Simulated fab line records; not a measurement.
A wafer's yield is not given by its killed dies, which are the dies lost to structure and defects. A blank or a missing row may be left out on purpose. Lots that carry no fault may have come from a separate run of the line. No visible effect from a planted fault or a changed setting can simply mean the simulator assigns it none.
fab line records | flow berkeley_cmos170
record: lots: 14 | wafers: 42 | last_day: 13
route steps=331 shown PVT@122
lots with no fault: from the same line, run without faults
start_h: start of the lot's first displayed wafer, in hours after the record's first day | wait_h: hours from the lot's prior step to this one | " repeats the value in the row above | L1.1+2: a row that stands for several wafers | - no value, or no start was given | * or withheld: withheld | < > ~ a bound
route shown NAME@n: names a module that has steps shown in the file, with the first one's number in the route | usual: the fault-free wafers' mean and standard deviation | same: alike in all rows | chamber/n: place in a boat | sites: readings site by site | _std_site: standard deviation of those values | _edge_site: outer sites' mean less inner sites' | radius_mm: how far each site lies from the wafer's centre | mask NAME#n: copy n | behind: tool/chamber where the wafer was last shaped | hold: reason for holding the lot/hours on hold/outcome of the hold | device: names the non-switching transistor (n, p or np) | end of line: the same wafers' tests at the end of the route | a step with no rows: only its recipe | killed: at the first sort, the dies lost to defects and structure; wafer yield is something else | map: dies across one wafer; x = killed, . = not, _ = none there
set.NAME: the run value of the setting; set.NAME@STEP: its run value at that earlier step | model.NAME: the simulator's own value behind a step, which no gauge read
one table for each step of the route and one row for each wafer, over a sample of lots
services: a tool's chamber out of use, with start hour (start_h, from the record's first day; less than 0 if before it), hours out, and reason
== steps ==
step: UCB170_PVT_IMPLANT_07
recipe: species: P | dose_cm2: 2e+12 | energy_kev: 30 | tilt_deg: 7
usual: dose_ions_cm2: 2e+12/2.2e+09 | faraday_current_uA: 6.32/0.13
lot.wafer | tool         | chamber | start_h | wait_h | dose_ions_cm2 | faraday_current_uA
L777.2    | implanter-04 | 0       | 139.94  | 0.0    | 1.9984e+12    | 6.49
L777.5    | "            | 0       | "       | "      | 1.9954e+12    | 6.23
L777.6    | "            | 0       | "       | "      | 1.9957e+12    | 6.33
L778.1    | implanter-01 | 0       | 152.98  | 0.0    | 1.997e+12     | 6.20
L778.3    | "            | 0       | "       | "      | 2.0028e+12    | 6.19
L778.4    | "            | 0       | "       | "      | 2.0024e+12    | 6.36
L781.3    | implanter-04 | 0       | 153.41  | 0.1    | 1.9952e+12    | 6.30
L781.5    | "            | 0       | "       | "      | 1.9951e+12    | 6.34
L781.6    | "            | 0       | "       | "      | 1.9961e+12    | 6.41
L779.1    | implanter-03 | 0       | 153.61  | 0.0    | 2.0027e+12    | 6.23
L779.2    | "            | 0       | "       | "      | 1.9989e+12    | 6.37
L779.6    | "            | 0       | "       | "      | 2.0012e+12    | 6.37
L780.3    | implanter-01 | 0       | 153.93  | 0.1    | 2.0022e+12    | 6.28
L780.5    | "            | 0       | "       | "      | 1.9976e+12    | 6.18
L780.6    | "            | 0       | "       | "      | 1.9974e+12    | 6.21
L782.1    | implanter-04 | 0       | 168.80  | 0.0    | 2.0012e+12    | 6.41
L782.2    | "            | 0       | "       | "      | 2.0014e+12    | 6.02
L782.6    | "            | 0       | "       | "      | 2.0022e+12    | 6.34
L786.4    | implanter-01 | 0       | 189.02  | 0.1    | 1.9999e+12    | 6.41
L786.5    | "            | 0       | "       | "      | 2e+12         | 6.41
L786.6    | "            | 0       | "       | "      | 1.9983e+12    | 6.40
L787.2    | implanter-04 | 0       | 189.52  | 0.0    | 2.0007e+12    | 6.25
L787.3    | "            | 0       | "       | "      | 1.9981e+12    | 6.32
L787.4    | "            | 0       | "       | "      | 2.0027e+12    | 6.33
L789.2    | implanter-04 | 0       | 196.24  | 0.0    | 1.9996e+12    | 6.12
L789.5    | "            | 0       | "       | "      | 2.0004e+12    | 6.37
L789.6    | "            | 0       | "       | "      | 1.9997e+12    | 6.40
L788.2    | implanter-03 | 0       | 196.63  | 0.0    | 1.9987e+12    | 6.33
L788.4    | "            | 0       | "       | "      | 1.9994e+12    | 6.41
L788.5    | "            | 0       | "       | "      | 1.9989e+12    | 6.30
L790.2    | implanter-04 | 0       | 207.96  | 0.0    | 1.9992e+12    | 6.07
L790.4    | "            | 0       | "       | "      | 2.0019e+12    | 6.06
L790.5    | "            | 0       | "       | "      | 1.9979e+12    | 6.44
L797.3    | implanter-04 | 0       | 237.95  | 0.1    | 1.101e+12     | 3.44
L797.5    | "            | 0       | "       | "      | 1.1016e+12    | 3.47
L797.6    | "            | 0       | "       | "      | 1.0992e+12    | 3.52
L799.1    | implanter-04 | 0       | 247.62  | 0.0    | 1.0994e+12    | 3.35
L799.4    | "            | 0       | "       | "      | 1.095e+12     | 3.48
L799.6    | "            | 0       | "       | "      | 1.1005e+12    | 3.41
L800.1    | implanter-03 | 0       | 247.75  | 0.0    | 2.0031e+12    | 6.36
L800.2    | "            | 0       | "       | "      | 2.0004e+12    | 6.08
L800.5    | "            | 0       | "       | "      | 2.0009e+12    | 6.53
step: UCB170_PVT_TW_MEAS_09
usual: PVT_TW: 515/5.6
lot.wafer | tool          | chamber | start_h | wait_h | PVT_TW
L777.2    | film_metro-03 | -       | 140.17  | 0.1    | 520
L777.5    | "             | -       | "       | "      | 521
L777.6    | "             | -       | "       | "      | 521
L778.1    | film_metro-03 | -       | 153.23  | 0.1    | 521
L778.3    | "             | -       | "       | "      | 520
L778.4    | "             | -       | "       | "      | 523
L781.3    | film_metro-04 | -       | 153.63  | 0.1    | 508
L781.5    | "             | -       | "       | "      | 505
L781.6    | "             | -       | "       | "      | 504
L779.1    | film_metro-04 | -       | 153.86  | 0.1    | 505
L779.2    | "             | -       | "       | "      | 504
L779.6    | "             | -       | "       | "      | 503
L780.3    | film_metro-03 | -       | 154.15  | 0.1    | 521
L780.5    | "             | -       | "       | "      | 521
L780.6    | "             | -       | "       | "      | 522
L782.1    | film_metro-03 | -       | 169.05  | 0.1    | 516
L782.2    | "             | -       | "       | "      | 517
L782.6    | "             | -       | "       | "      | 519
L786.4    | film_metro-01 | -       | 189.23  | 0.1    | 516
L786.5    | "             | -       | "       | "      | 518
L786.6    | "             | -       | "       | "      | 513
L787.2    | film_metro-03 | -       | 189.75  | 0.1    | 517
L787.3    | "             | -       | "       | "      | 518
L787.4    | "             | -       | "       | "      | 518
L789.2    | film_metro-04 | -       | 196.47  | 0.1    | 506
L789.5    | "             | -       | "       | "      | 506
L789.6    | "             | -       | "       | "      | 504
L788.2    | film_metro-03 | -       | 196.87  | 0.1    | 521
L788.4    | "             | -       | "       | "      | 522
L788.5    | "             | -       | "       | "      | 518
L790.2    | film_metro-01 | -       | 208.19  | 0.1    | 516
L790.4    | "             | -       | "       | "      | 518
L790.5    | "             | -       | "       | "      | 517
L797.3    | film_metro-01 | -       | 238.17  | 0.1    | 426
L797.5    | "             | -       | "       | "      | 429
L797.6    | "             | -       | "       | "      | 425
L799.1    | film_metro-04 | -       | 247.87  | 0.1    | 424
L799.4    | "             | -       | "       | "      | 422
L799.6    | "             | -       | "       | "      | 422
L800.1    | film_metro-03 | -       | 248.00  | 0.1    | 525
L800.2    | "             | -       | "       | "      | 522
L800.5    | "             | -       | "       | "      | 524
== services ==
tool         | chamber | start_h | hours | kind
implanter-03 | -       | 126.92  | 1.9   | pm
implanter-04 | -       | 177.65  | 3.9   | repair
implanter-01 | -       | 226.04  | 2.4   | pm
== key ==
first_sign: step: UCB170_PVT_IMPLANT_07 | reading: dose_ions_cm2 | direction: down | sigmas: 99+ | usual: 2e+12 | struck: 1.0994e+12
effect: step: UCB170_PVT_IMPLANT_07 | reading: faraday_current_uA | direction: down | sigmas: 21 | usual: 6.32 | struck: 3.45
effect: step: UCB170_PVT_TW_MEAS_09 | reading: PVT_TW | direction: down | sigmas: 16 | usual: 515 | struck: 425
met_at UCB170_PVT_IMPLANT_07
struck_lots L797,L799
tester_left_out L797,L799
onset_between 207.96 237.95
fault: kind: process_parameter_drift | tool: implanter-04 | chamber: - | onset_h: 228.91 | steps: UCB170_PVT_IMPLANT_07 | channel: dose_cm2 | offset: -9e+11 | shape: step | end_h: 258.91 | acts_in: these_recipes_only | stated: 2e+12
tester_left_out: of these lots the tester's yield and bins aren't shown, on N5 and GAA mostly nor the transistor test; their killed dies are dies lost to structure and defects alone, not to doping, threshold or leakage, so they don't give the yield
